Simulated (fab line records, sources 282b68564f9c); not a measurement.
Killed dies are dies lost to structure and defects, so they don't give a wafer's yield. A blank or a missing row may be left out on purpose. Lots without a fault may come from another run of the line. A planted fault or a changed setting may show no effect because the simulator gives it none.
A struck lot beside a sound one | flow rit_cmos | 19 steps out of a route of 202
Sound: wafers L731.1, L731.2, L731.4. Struck: wafers L738.2, L738.4. The cause comes at the end.
At each step with rows: each side's tool, then ch and its chambers, then its first start. Under that, the readings that differ: sound wafers | struck wafers | difference of the means | sigmas: that difference in standard deviations of wafers without a fault.
alike: readings whose means differ by less than 2 such deviations, and words and numbers that are the same on both sides. not compared: withheld readings, readings that some wafer has no value for, bounds like >300 that may hide the same value, and numbers for which the record gives no deviation and whose values overlap.
The two part at a step that has a row with sigmas, a row that says differs or no value, or rows on one side only. Numbers that don't overlap but have no deviation are shown without sigmas and don't part them. A reading that every wafer of one side lacks parts them only if that side has two wafers or more.

first, 1 step without rows for these wafers: RIT_SILICIDE_WET_ETCH_00 (etches SiO2 in BOE, target depth 14 nm, time 15 s).
RIT_SILICIDE_SPUTTER_01: material Ti, target thk 30 nm, time 240 s.
  sound on pvd_sputter-03, day 5 21:23; struck on pvd_sputter-02, day 7 12:02
  alike: throttle_valve_pct
RIT_SILICIDE_RS_MEAS_02: measures by four-point-probe.
  sound on film_metro-03, day 5 21:32; struck on film_metro-01, day 7 12:13
  alike: SILICIDE_TI_RS
RIT_SILICIDE_THK_MEAS_03: measures by xrf.
  sound on film_metro-03, day 5 21:40; struck on film_metro-01, day 7 12:19
  alike: SILICIDE_TI_THK
RIT_SILICIDE_RTA_04: time 10 s, ramp up 5 s, ramp down 5 s.
  sound on rtp_anneal-01 ch 0, day 5 21:43; struck on rtp_anneal-02 ch 0, day 7 12:23
  alike: wafer_temp_C_max
then, 1 step without rows for these wafers: RIT_SILICIDE_WET_ETCH_05 (etches Ti in SPM, time 120 s).
RIT_SILICIDE_RTA_06: time 10 s, ramp up 5 s, ramp down 10 s.
  sound on rtp_anneal-02 ch 0, day 5 21:50; struck on rtp_anneal-01 ch 0, day 7 12:34
  alike: wafer_temp_C_max
RIT_CONTACT_CVD_00: deposits SiO2 from TEOS, target thk 400 nm, time 61 s.
  sound on pecvd-02 ch 1,2, day 5 21:53; struck on pecvd-01 ch 2, day 7 12:37
  alike: heater_power_w, rf_fwd_power_W
RIT_CONTACT_THK_MEAS_01:
  sound on film_metro-01, day 5 21:57; struck on film_metro-02, day 7 12:40
  alike: CONTACT_TEOS_THK
then, 3 steps without rows for these wafers: RIT_CONTACT_HMDS_02 (prime time 60 s); RIT_CONTACT_COAT_03 (resist thk 1000 nm); RIT_CONTACT_SOFTBAKE_04 (time 60 s).
RIT_CONTACT_EXPOSE_05: exposes mask M11, target cd 1000 nm.
  sound on iline_stepper-01 ch 0, day 5 22:35; struck on iline_stepper-01 ch 0, day 7 13:11
  reading                         | sound                | struck        | difference | sigmas
  model.CONTACT.overlay_x_nm (nm) | -0.241 -0.241 -0.241 | -150.3 -150.3 | -150.1     |
  alike: mask
then, 2 steps without rows for these wafers: RIT_CONTACT_PEB_06; RIT_CONTACT_DEVELOP_07 (develop time 120 s).
RIT_CONTACT_CD_MEAS_08: target cd 1000 nm.
  sound on cd_sem-02, day 5 23:06; struck on cd_sem-02, day 7 13:43
  alike: cd_nm
RIT_CONTACT_OVL_MEAS_09:
  sound on overlay-01, day 5 23:13; struck on overlay-02, day 7 13:49
  reading          | sound         | struck        | difference | sigmas
  CONTACT_OVL (nm) | 0.1 -1.4 -2.6 | -149.4 -149.5 | -148.1     | -99
then, 1 step without rows for these wafers: RIT_CONTACT_HARDBAKE_10 (time 60 s).
RIT_M1_PROBE_99:
  sound on prober-02, day 6 04:30; struck on prober-01, day 7 19:02
  reading                                    | sound             | struck      | difference | sigmas
  model.etest.contact_to_gate.bv_right_v (V) | 92.26 89.71 90.28 | 165.6 165.1 | +74.6      |
  model.etest.contact_to_gate.bv_left_v (V)  | 91.77 91.64 91.7  | 13.14 15.97 | -77.15     |
  alike: killed_at_front_end, killed_dies, killed_open, killed_short

WHERE THEY PART
Only at RIT_CONTACT_OVL_MEAS_09, within this record. Later steps at which nothing parts them and some readings are alike: RIT_M1_PROBE_99.

WHY: what the simulator had put in
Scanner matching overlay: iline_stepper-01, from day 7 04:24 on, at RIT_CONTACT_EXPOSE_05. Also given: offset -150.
